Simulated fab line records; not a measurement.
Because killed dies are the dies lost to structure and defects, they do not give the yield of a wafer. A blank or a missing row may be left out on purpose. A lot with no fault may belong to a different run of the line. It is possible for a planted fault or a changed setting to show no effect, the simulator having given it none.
fab line records	flow rit-cmos
record lots=5	wafers=15	last-day=7
route steps=202 shown SILICIDE@167 CONTACT@168 M1@184
lots that met no fault: taken from a fault-free run of the same line
start-h: hours from the record's opening day to when the first of the lot's shown wafers began	wait-h: hours elapsed since this lot's preceding step	" repeats the value in the row above	L1.1+2: one row covering several wafers at once	- value missing, or start not given	* or withheld: withheld	< > ~ a bound
route shown NAME@n: names a module that has steps shown in the file, with the first one's number in the route	usual: the fault-free wafers' mean and standard deviation	same: alike in all rows	chamber/n: place in a boat	sites: the reading at each site	_std_site: standard deviation of those values	_edge_site: mean of outer sites minus mean of inner sites	radius-mm: for every site, how far away it sits from the centre of the wafer	mask NAME#n: copy n	behind: the last tool/chamber to shape the wafer	hold: the reason the lot was held/the length of the hold in hours/how it ended	device: transistor that didn't switch, given as n, p or np	end of line: tests of these same wafers at the route's end	for a step that has no rows: nothing shown but its recipe	killed: not the wafer's yield, but the dies lost to structure and defects at the first sort	map: the dies of a wafer, with x for killed, . for not killed, _ for no die there
set.NAME: the run value of the setting; set.NAME@STEP: its run value at that earlier step	model.NAME: the simulator's own value behind a step, which no gauge read
a table for each step, a row for each wafer; lots at some steps of the route
services: when a tool's chamber went out of use (start-h, in hours from the record's first day, below 0 if earlier), for how many hours, and the reason
## steps
# step RIT_SILICIDE_RTA_06
# recipe temp-c=750	time-s=10	idle-temp-c=25	ramp-up-s=5	ramp-down-s=10	cool-to-c=25	ambient=N2
# usual chamber-o2-ppm=1.997/0.02	wafer_temp_C_max=754.1/0.87
lot.wafer	tool	chamber	start-h	wait-h	chamber-o2-ppm	wafer_temp_C_max
L410.4	rtp-anneal-01	0	86.81	0.0	2.014	752.7
L410.5	"	0	"	"	2.016	753.6
L410.6	"	0	"	"	1.990	753.9
L412.1	rtp-anneal-01	0	97.91	0.0	2.021	753.1
L412.4	"	0	"	"	2.016	754.5
L412.5	"	0	"	"	1.991	754.3
L420.2	rtp-anneal-01	0	142.09	0.0	2.002	754.3
L420.4	"	0	"	"	1.983	754.2
L420.6	"	0	"	"	1.975	753.3
L424.1	rtp-anneal-01	0	164.03	0.0	1.973	755.0
L424.5	"	0	"	"	1.999	753.2
L424.6	"	0	"	"	1.989	753.4
L425.2	rtp-anneal-02	0	168.11	0.0	2.013	754.9
L425.3	"	0	"	"	1.979	754.7
L425.4	"	0	"	"	1.976	754.8
# step RIT_CONTACT_CVD_00
# recipe material=SiO2	target-thk-nm=400	precursor=TEOS	temp-c=390	time-s=61	rf-w=400
# step RIT_CONTACT_THK_MEAS_01
# recipe reads=SiO2_of_CONTACT_CVD_00
# usual CONTACT_TEOS_THK=399/5.2
lot.wafer	tool	chamber	start-h	wait-h	CONTACT_TEOS_THK[nm]
L410.4	film-metro-01	-	86.92	0.0	399
L410.5	"	-	"	"	403
L410.6	"	-	"	"	394
L412.1	film-metro-01	-	98.03	0.0	397
L412.4	"	-	"	"	405
L412.5	"	-	"	"	400
L420.2	film-metro-01	-	142.21	0.0	405
L420.4	"	-	"	"	408
L420.6	"	-	"	"	398
L424.1	film-metro-03	-	164.15	0.0	393
L424.5	"	-	"	"	405
L424.6	"	-	"	"	399
L425.2	film-metro-03	-	168.23	0.0	406
L425.3	"	-	"	"	409
L425.4	"	-	"	"	408
# step RIT_CONTACT_HMDS_02
# recipe prime-time-s=60	prime-temp-c=140
# step RIT_CONTACT_COAT_03
# recipe resist=NOVOLAK	spin-rpm=3250	resist-thk-nm=1000
# step RIT_CONTACT_SOFTBAKE_04
# recipe resist=NOVOLAK	temp-c=90	time-s=60
# step RIT_CONTACT_EXPOSE_05
# recipe mask-id=M11	na=0.6	source-shape=conventional	sigma-outer=0.5	target-cd-nm=1000	dose-mj=250
# step RIT_CONTACT_PEB_06
# recipe resist=NOVOLAK	temp-c=withheld	time-s=withheld
# step RIT_CONTACT_DEVELOP_07
# recipe resist=NOVOLAK	develop-time-s=123	dev-temp-c=23
# step RIT_CONTACT_CD_MEAS_08
# recipe target-cd-nm=1000
# usual cd-nm=1000.4/2.5
lot.wafer	tool	chamber	start-h	wait-h	cd-nm
L410.4	cd-sem-02	-	87.98	-	999.3
L410.5	"	-	"	"	1000.2
L410.6	"	-	"	"	1002.6
L412.1	cd-sem-02	-	99.18	-	998.1
L412.4	"	-	"	"	1000.0
L412.5	"	-	"	"	998.4
L420.2	cd-sem-01	-	143.36	-	1000.8
L420.4	"	-	"	"	1002.5
L420.6	"	-	"	"	1000.7
L424.1	cd-sem-02	-	165.42	-	999.9
L424.5	"	-	"	"	998.5
L424.6	"	-	"	"	1000.2
L425.2	cd-sem-01	-	169.45	-	998.8
L425.3	"	-	"	"	1000.2
L425.4	"	-	"	"	999.4
# step RIT_CONTACT_OVL_MEAS_09
# usual CONTACT_OVL=-0.2/1.6
lot.wafer	tool	chamber	start-h	wait-h	CONTACT_OVL[nm]
L410.4	overlay-02	-	88.06	0.1	1.7
L410.5	"	-	"	"	-0.7
L410.6	"	-	"	"	0.3
L412.1	overlay-01	-	99.30	0.1	-0.4
L412.4	"	-	"	"	-0.8
L412.5	"	-	"	"	1.1
L420.2	overlay-02	-	143.47	0.1	-0.6
L420.4	"	-	"	"	-0.2
L420.6	"	-	"	"	1.3
L424.1	overlay-01	-	165.54	0.1	-0.6
L424.5	"	-	"	"	1.5
L424.6	"	-	"	"	0.3
L425.2	overlay-01	-	169.56	0.1	1.0
L425.3	"	-	"	"	-0.8
L425.4	"	-	"	"	-0.5
# step RIT_CONTACT_HARDBAKE_10
# recipe resist=NOVOLAK	temp-c=140	time-s=60
# step RIT_CONTACT_ETCH_11
# recipe target-depth-a=4800	over-etch-frac=0.2	stop-on=TiSi2	chemistry=CHF3/CF4/Ar	target=SiO2	CHF3_flow_sccm=50	cf4-flow-sccm=10	Ar_flow_sccm=100	O2_flow_sccm=5	pressure-mtorr=100	rf-w=200	time-s=320
# usual CHF3_flow_sccm=50.00/0.14	drypump-motor-current-A=5.7/0.41	oes-product-au=0.984/0.013	throttle-valve-pct=8.86/0.17
lot.wafer	tool	chamber	start-h	wait-h	CHF3_flow_sccm	drypump-motor-current-A	oes-product-au	rf-hours-counter-h	throttle-valve-pct	model.etch.depth-nm	model.CONTACT.feature-depth-nm	model.NOVOLAK_of_CONTACT_COAT_03.thk-nm
L410.4	rie-diel-04	2	88.23	0.1	49.97	5.5	0.968	98	8.78	399.4	399.4	771.5
L410.5	"	3	"	"	49.86	5.5	1.004	-	9.08	402.9	402.9	768.6
L410.6	"	2	"	"	49.79	5.6	0.971	-	8.76	394.3	394.3	770.8
L412.1	rie-diel-03	3	99.49	0.1	49.90	6.1	0.989	3	8.94	397.2	397.2	773.5
L412.4	"	2	"	"	49.84	6.4	0.983	151	8.73	404.3	404.3	770.1
L412.5	"	1	"	"	50.17	6.0	0.989	-	9.03	400.7	400.7	773.1
L420.2	rie-diel-04	0	143.74	0.1	50.26	6.1	0.960	109	8.58	340.9	340.9	798.6
L420.4	"	2	"	"	49.91	5.6	0.980	100	8.76	407.8	407.8	767.8
L420.6	"	2	"	"	50.09	5.6	0.971	-	8.76	397.8	397.8	769.4
L424.1	rie-diel-02	0	165.72	0.1	50.07	5.1	0.978	9	8.59	393.6	393.6	769.3
L424.5	"	0	"	"	49.93	5.1	0.978	-	8.59	404.3	404.3	770.4
L424.6	"	1	"	"	49.90	5.4	0.998	-	8.91	399.2	399.2	772.2
L425.2	rie-diel-03	3	169.74	0.1	49.86	6.1	0.993	4	8.97	405.8	405.8	767.3
L425.3	"	0	"	"	49.96	5.8	0.962	101	9.11	408.6	408.6	767.1
L425.4	"	3	"	"	50.03	6.1	0.989	-	8.95	407.7	407.7	770.1
# step RIT_CONTACT_STRIP_12
# recipe chemistry=O2	time-s=180	resist=NOVOLAK	platen-temp-c=withheld	power-w=500	pressure-mtorr=4000	o2-flow-sccm=4000
# usual drypump-motor-current-A=5.94/0.28
lot.wafer	tool	chamber	start-h	wait-h	drypump-motor-current-A	rf-hours-counter-h
L410.4	plasma-asher-01	1	88.48	0.2	5.67	-
L410.5	"	0	"	"	5.63	-
L410.6	"	1	"	"	5.67	-
L412.1	plasma-asher-01	0	99.68	0.1	5.64	47
L412.4	"	0	"	"	5.66	-
L412.5	"	1	"	"	5.66	-
L420.2	plasma-asher-01	1	143.94	0.1	5.65	50
L420.4	"	1	"	"	5.66	-
L420.6	"	0	"	"	5.65	-
L424.1	plasma-asher-04	1	165.92	0.1	6.45	51
L424.5	"	1	"	"	6.42	-
L424.6	"	0	"	"	6.06	-
L425.2	plasma-asher-04	1	169.93	0.1	6.37	51
L425.3	"	1	"	"	6.38	-
L425.4	"	0	"	"	6.02	-
# step RIT_CONTACT_CD_MEAS_90
# recipe target-cd-nm=1000
# usual cd-nm=1000.4/2.5
lot.wafer	tool	chamber	start-h	wait-h	cd-nm
L410.4	cd-sem-01	-	88.66	0.1	999.6
L410.5	"	-	"	"	1000.5
L410.6	"	-	"	"	1003.0
L412.1	cd-sem-02	-	99.86	0.1	998.1
L412.4	"	-	"	"	1000.0
L412.5	"	-	"	"	998.5
L420.2	cd-sem-01	-	144.13	0.1	1000.2
L420.4	"	-	"	"	1002.6
L420.6	"	-	"	"	1000.0
L424.1	cd-sem-01	-	166.09	0.1	1000.2
L424.5	"	-	"	"	998.8
L424.6	"	-	"	"	999.8
L425.2	cd-sem-01	-	170.13	0.1	998.4
L425.3	"	-	"	"	999.9
L425.4	"	-	"	"	999.2
# step RIT_CONTACT_CLEAN_13
# recipe chemistry=SC1	mix=3:3:50	time-s=600	temp-c=75
# step RIT_CONTACT_CLEAN_14
# recipe chemistry=SC2	mix=3:3:50	time-s=600	temp-c=75	dry=n2-spin
# step RIT_M1_SPUTTER_00
# recipe material=Al	target-thk-nm=400	power-w=2000	chamber-pressure-pa=0.4	gas=Ar	time-s=500	substrate-temp-c=25
# usual throttle-valve-pct=29.7/0.97
lot.wafer	tool	chamber	start-h	wait-h	throttle-valve-pct
L410.4	pvd-sputter-03	-	89.08	0.0	28.0
L410.5	"	-	"	"	29.0
L410.6	"	-	"	"	28.3
L412.1	pvd-sputter-03	-	100.68	0.0	28.4
L412.4	"	-	"	"	29.2
L412.5	"	-	"	"	29.2
L420.4	pvd-sputter-01	-	144.58	0.0	30.5
L420.6	"	-	"	"	29.1
L424.1	pvd-sputter-02	-	166.58	0.0	30.7
L424.5	"	-	"	"	28.4
L424.6	"	-	"	"	31.0
L425.2	pvd-sputter-03	-	170.59	0.0	28.6
L425.3	"	-	"	"	30.2
L425.4	"	-	"	"	29.0
# step RIT_M1_RS_MEAS_01
# recipe thk-meas-gauge=four-point-probe	reads=Al_of_M1_SPUTTER_00
# usual M1_AL_RS=0.0735/0.00072
lot.wafer	tool	chamber	start-h	wait-h	M1_AL_RS[ohm/sq]
L410.4	film-metro-02	-	89.44	0.2	0.0737
L410.5	"	-	"	"	0.0731
L410.6	"	-	"	"	0.0747
L412.1	film-metro-01	-	100.97	0.1	0.0738
L412.4	"	-	"	"	0.0728
L412.5	"	-	"	"	0.0724
L420.4	film-metro-04	-	144.94	0.2	0.0729
L420.6	"	-	"	"	0.0726
L424.1	film-metro-02	-	166.87	0.1	0.0745
L424.5	"	-	"	"	0.0735
L424.6	"	-	"	"	0.0745
L425.2	film-metro-04	-	170.91	0.2	0.0743
L425.3	"	-	"	"	0.0732
L425.4	"	-	"	"	0.0731
# step RIT_M1_THK_MEAS_02
# recipe thk-meas-gauge=xrf	reads=Al_of_M1_SPUTTER_00
# usual M1_AL_THK=398/4.2
lot.wafer	tool	chamber	start-h	wait-h	M1_AL_THK[nm]
L410.4	film-metro-02	-	89.53	0.1	392
L410.5	"	-	"	"	393
L410.6	"	-	"	"	389
L412.1	film-metro-01	-	101.09	0.1	396
L412.4	"	-	"	"	404
L412.5	"	-	"	"	406
L420.4	film-metro-04	-	145.03	0.1	399
L420.6	"	-	"	"	400
L424.1	film-metro-02	-	166.99	0.1	393
L424.5	"	-	"	"	399
L424.6	"	-	"	"	397
L425.2	film-metro-04	-	171.02	0.1	393
L425.3	"	-	"	"	398
L425.4	"	-	"	"	400
# step RIT_M1_HMDS_03
# recipe prime-time-s=60	prime-temp-c=140
# step RIT_M1_COAT_04
# recipe resist=NOVOLAK	spin-rpm=2000	resist-thk-nm=1300
# step RIT_M1_SOFTBAKE_05
# recipe resist=NOVOLAK	temp-c=90	time-s=60
# step RIT_M1_EXPOSE_06
# recipe mask-id=M12	na=0.6	source-shape=conventional	sigma-outer=0.5	target-cd-nm=2600	dose-mj=246.6
# step RIT_M1_PEB_07
# recipe resist=NOVOLAK	temp-c=withheld	time-s=withheld
# step RIT_M1_DEVELOP_08
# recipe resist=NOVOLAK	develop-time-s=68	dev-temp-c=23
# step RIT_M1_CD_MEAS_09
# recipe target-cd-nm=2600
# usual cd-nm=2599.7/2.6
lot.wafer	tool	chamber	start-h	wait-h	cd-nm
L410.4	cd-sem-01	-	90.50	-	2605.8
L410.5	"	-	"	"	2605.0
L410.6	"	-	"	"	2605.4
L412.1	cd-sem-02	-	102.26	-	2601.4
L412.4	"	-	"	"	2601.0
L412.5	"	-	"	"	2600.7
L420.4	cd-sem-02	-	146.00	-	2604.7
L420.6	"	-	"	"	2604.7
L424.1	cd-sem-02	-	167.93	-	2594.2
L424.5	"	-	"	"	2593.5
L424.6	"	-	"	"	2593.8
L425.2	cd-sem-02	-	172.09	-	2601.9
L425.3	"	-	"	"	2602.1
L425.4	"	-	"	"	2603.1
# step RIT_M1_OVL_MEAS_10
# usual M1_OVL=0.4/1.3
lot.wafer	tool	chamber	start-h	wait-h	M1_OVL[nm]
L410.4	overlay-01	-	90.58	0.1	-0.2
L410.5	"	-	"	"	0.0
L410.6	"	-	"	"	-1.0
L412.1	overlay-02	-	102.38	0.1	0.7
L412.4	"	-	"	"	0.6
L412.5	"	-	"	"	0.9
L420.4	overlay-02	-	146.08	0.1	0.1
L420.6	"	-	"	"	0.9
L424.1	overlay-02	-	168.05	0.1	0.9
L424.5	"	-	"	"	0.7
L424.6	"	-	"	"	0.2
L425.2	overlay-01	-	172.20	0.1	1.9
L425.3	"	-	"	"	3.1
L425.4	"	-	"	"	1.9
# step RIT_M1_HARDBAKE_11
# recipe resist=NOVOLAK	temp-c=140	time-s=120
# step RIT_M1_METAL_ETCH_12
# recipe stop-on=SiO2	chemistry=Cl2/BCl3	target=Al	time-s=165	over-etch-frac=0.5	pressure-mtorr=100	target-depth-a=6000	rf-w=250	Cl2_flow_sccm=60	bcl3-flow-sccm=50
# usual drypump-motor-current-A=5.58/0.19	oes-product-au=0.784/0.011	throttle-valve-pct=8.26/0.071
lot.wafer	tool	chamber	start-h	wait-h	drypump-motor-current-A	oes-product-au	rf-hours-counter-h	throttle-valve-pct
L410.4	rie-metal-04	0	90.90	0.1	5.32	0.784	-	8.26
L410.5	"	1	"	"	5.89	0.792	-	8.22
L410.6	"	0	"	"	5.31	0.777	-	8.26
L412.1	rie-metal-02	1	102.74	0.2	5.46	0.777	1.1	8.28
L412.4	"	0	"	"	5.69	0.802	-	8.29
L412.5	"	0	"	"	5.69	0.810	-	8.30
L420.4	rie-metal-02	1	146.40	0.1	5.47	0.788	-	8.26
L420.6	"	0	"	"	5.68	0.810	-	8.28
L424.1	rie-metal-01	1	168.34	0.2	5.43	0.766	5.6	8.12
L424.5	"	1	"	"	5.45	0.771	-	8.14
L424.6	"	0	"	"	5.72	0.776	-	8.36
L425.2	rie-metal-04	0	172.48	0.2	5.33	0.783	3.4	8.28
L425.3	"	0	"	"	5.29	0.779	-	8.29
L425.4	"	1	"	"	5.90	0.779	-	8.25
# step RIT_M1_STRIP_13
# recipe chemistry=nmp	resist=NOVOLAK	temp-c=80	time-s=600	dry=n2-spin
# step RIT_M1_STRIP_14
# recipe chemistry=O2	time-s=171.1	platen-temp-c=withheld	power-w=500	pressure-mtorr=4000	o2-flow-sccm=4000
# usual drypump-motor-current-A=5.89/0.2
lot.wafer	tool	chamber	start-h	wait-h	drypump-motor-current-A	rf-hours-counter-h
L410.4	plasma-asher-02	1	91.37	0.1	5.73	-
L410.5	"	0	"	"	6.04	-
L410.6	"	1	"	"	5.72	-
L412.1	plasma-asher-01	1	103.09	0.0	5.65	47
L412.4	"	0	"	"	5.66	-
L412.5	"	0	"	"	5.69	-
L420.4	plasma-asher-01	1	146.74	0.1	5.71	-
L420.6	"	0	"	"	5.63	-
L424.1	plasma-asher-02	1	168.71	0.0	5.71	5
L424.5	"	0	"	"	6.04	-
L424.6	"	1	"	"	5.70	-
L425.2	plasma-asher-03	0	172.83	0.0	6.13	41
L425.3	"	0	"	"	6.15	-
L425.4	"	1	"	"	5.97	-
# step RIT_M1_CD_MEAS_90
# recipe target-cd-nm=2600
# usual cd-nm=2599.5/2.4
lot.wafer	tool	chamber	start-h	wait-h	cd-nm
L410.4	cd-sem-01	-	91.55	0.1	2606.3
L410.5	"	-	"	"	2603.6
L410.6	"	-	"	"	2604.9
L412.1	cd-sem-01	-	103.27	0.1	2600.8
L412.4	"	-	"	"	2601.1
L412.5	"	-	"	"	2600.0
L420.4	cd-sem-02	-	146.92	0.1	2603.0
L420.6	"	-	"	"	2603.2
L424.1	cd-sem-01	-	168.89	0.1	2595.2
L424.5	"	-	"	"	2594.9
L424.6	"	-	"	"	2594.1
L425.2	cd-sem-01	-	173.03	0.1	2601.0
L425.3	"	-	"	"	2600.0
L425.4	"	-	"	"	2602.0
# step RIT_M1_ANNEAL_15
# recipe temp-c=450	time-s=1800	ambient=forming_gas_H2N2
# step RIT_M1_BOW_MEAS_16
# recipe mode=bow
# usual M1_BOW=17/6.6
lot.wafer	tool	chamber	start-h	wait-h	M1_BOW[um]
L410.4	film-metro-04	-	93.17	0.1	18
L410.5	"	-	"	"	16
L410.6	"	-	"	"	20
L412.1	film-metro-01	-	104.89	0.0	15
L412.4	"	-	"	"	13
L412.5	"	-	"	"	20
L420.4	film-metro-01	-	149.65	0.1	22
L420.6	"	-	"	"	20
L424.1	film-metro-01	-	170.51	0.0	21
L424.5	"	-	"	"	26
L424.6	"	-	"	"	19
L425.2	film-metro-01	-	174.65	0.0	13
L425.3	"	-	"	"	18
L425.4	"	-	"	"	22
# step RIT_M1_PROBE_99
# usual killed-at-contacts=0.0/0.2	killed-at-front-end=6.6/2.8	killed-dies=6.6/2.8	killed-on-rim=1.8/1.2	killed-open=3.3/1.9	killed-short=3.2/1.8
# same gross-dies=264	killed_at_M0_to_M3=0	killed_at_M4_up=0	killed-at-back-side=0	killed-at-other=0
lot.wafer	tool	chamber	start-h	wait-h	killed-at-contacts	killed-at-front-end	killed-dies	killed-on-rim	killed-open	killed-short
L412.1	prober-01	-	105.01	0.1	0	5	5	1	3	2
L412.4	prober-01	-	105.16	0.2	0	7	7	2	6	1
L412.5	prober-01	-	105.21	0.2	0	11	11	3	8	3
L420.2	prober-01	-	149.76	0.1	260	4	264	70	0	4
L420.4	prober-01	-	149.86	0.2	0	11	11	4	7	4
L420.6	prober-01	-	149.96	0.2	0	4	4	0	2	2
L424.1	prober-01	-	170.63	0.1	0	12	12	0	5	6
L424.5	prober-01	-	170.83	0.2	0	12	12	3	6	6
L424.6	prober-01	-	170.88	0.2	0	9	9	3	4	5
L425.2	prober-02	-	174.80	0.1	0	4	4	1	2	2
L425.3	prober-02	-	174.85	0.2	0	8	8	2	7	1
L425.4	prober-02	-	174.90	0.2	0	4	4	1	2	2
# killed by level:class
L412.1 GATE:geometric-particle:open=2 FOX2:geometric-particle:short=1 GATE:geometric-particle:short=1 SILICIDE:geometric-particle:open=1
L412.4 SPACER:geometric-particle:open=2 GATE:geometric-particle:open=2 FOX1:geometric-particle:open=1 GATE:geometric-particle:short=1 REOX:geometric-particle:open=1
L412.5 GATE:geometric-particle:open=5 FOX2:geometric-particle:open=3 FOX2:geometric-particle:short=2 GATE:geometric-particle:short=1
L420.2 CONTACT:area-etch=260 GATE:geometric-particle:short=3 FOX1:geometric-particle:short=1
L420.4 SPACER:geometric-particle:open=2 SILICIDE:geometric-particle:short=2 FOX1:geometric-particle:open=1 FOX2:geometric-particle:open=1 GATE:geometric-particle:open=1 REOX:geometric-particle:open=1 REOX:geometric-particle:short=1 SPACER:geometric-particle:short=1
L420.6 REOX:geometric-particle:short=2 FOX1:geometric-particle:open=1 SILICIDE:geometric-particle:open=1
L424.1 FOX1:geometric-particle:short=2 GATE:geometric-particle:short=2 GATE:geometric-particle:open=2 SPACER:geometric-particle:open=2 SILICIDE:geometric-particle:short=1 REOX:geometric-particle:open=1 SPACER:geometric-particle:short=1 NLDD:coat-microbubble-printed=1
L424.5 GATE:geometric-particle:short=4 GATE:geometric-particle:open=2 ACTIVE:geometric-particle:open=1 FOX1:geometric-particle:short=1 REOX:geometric-particle:open=1 SPACER:geometric-particle:open=1 SPACER:geometric-particle:short=1 SILICIDE:geometric-particle:open=1
L424.6 GATE:geometric-particle:open=3 GATE:geometric-particle:short=3 FOX1:geometric-particle:short=1 REOX:geometric-particle:open=1 SPACER:geometric-particle:short=1
L425.2 GATE:geometric-particle:open=2 GATE:geometric-particle:short=1 SILICIDE:geometric-particle:short=1
L425.3 GATE:geometric-particle:open=3 SILICIDE:geometric-particle:open=2 FOX1:geometric-particle:open=1 REOX:geometric-particle:open=1 REOX:geometric-particle:short=1
L425.4 FOX1:geometric-particle:short=1 GATE:geometric-particle:short=1 GATE:geometric-particle:open=1 SPACER:geometric-particle:open=1
# map L420.2 (x killed, . not)
________xxxxxxx_______
_____xxxxxxxxxxxxx____
____xxxxxxxxxxxxxxx___
___xxxxxxxxxxxxxxxxx__
__xxxxxxxxxxxxxxxxxxx_
__xxxxxxxxxxxxxxxxxxx_
_xxxxxxxxxxxxxxxxxxxxx
_xxxxxxxxxxxxxxxxxxxxx
_xxxxxxxxxxxxxxxxxxxxx
_xxxxxxxxxxxxxxxxxxxxx
__xxxxxxxxxxxxxxxxxxx_
__xxxxxxxxxxxxxxxxxxx_
___xxxxxxxxxxxxxxxxx__
____xxxxxxxxxxxxxxx___
_____xxxxxxxxxxxxx____
________xxxxxxx_______
# map L410.6 (x killed, . not)
________...x..._______
_____....x........____
____...............___
___.................__
__.............x....._
__.....x............._
_.....................
_.....................
_.....................
_...............xx....
__......x............_
__..................._
___.xx..............__
____..........x....___
_____.............____
________......._______
## services
tool	chamber	start-h	hours	kind
pvd-sputter-03	-	75.93	2.6	repair
plasma-asher-02	-	77.79	6.2	repair
rie-diel-03	-	101.04	41.0	repair
rie-metal-04	-	103.27	14.6	pm
plasma-asher-01	-	105.85	1.3	repair
plasma-asher-01	-	108.39	19.9	repair
plasma-asher-02	-	108.75	9.0	pm
plasma-asher-02	0	108.75	9.0	vent-cycle
plasma-asher-02	1	108.75	9.0	vent-cycle
pvd-sputter-02	-	114.54	4.7	repair
plasma-asher-02	0	117.75	-	clean
plasma-asher-02	1	117.75	-	clean
rie-diel-03	0	136.82	14.8	repair
rie-diel-03	2	151.58	-	clean
rie-diel-03	2	151.58	19.4	scheduled-down
rie-diel-03	2	151.58	19.4	vent-cycle
## key
first-sign step=RIT_M1_PROBE_99	reading=killed-at-contacts	direction=up	sigmas=99+	usual=0.0	struck=260
effect step=RIT_M1_PROBE_99	reading=killed-dies	direction=up	sigmas=91	usual=6.6	struck=264
model-effect step=RIT_CONTACT_ETCH_11	value=etch.depth-nm	without=405.7	struck=340.9
more-kills-born-at RIT_CONTACT_ETCH_11@rie-diel-04=260
met-at RIT_CONTACT_ETCH_11
struck-wafers L420.2
later-rows-left-out L420.2
tester-left-out L420
fault kind=process-parameter-drift	tool=rie-diel-04	chamber=0	onset-h=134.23	steps=RIT_CONTACT_ETCH_11	channel=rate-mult	offset=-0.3	shape=step	end-h=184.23
# tester-left-out: of these lots the tester's yield and bins aren't shown, on N5 and GAA mostly nor the transistor test; their killed dies are dies lost to structure and defects alone, not to doping, threshold or leakage, so they don't give the yield
# later-rows-left-out: the simulator's readings of these wafers behind a module that went badly wrong aren't trusted and aren't shown, but for the sort
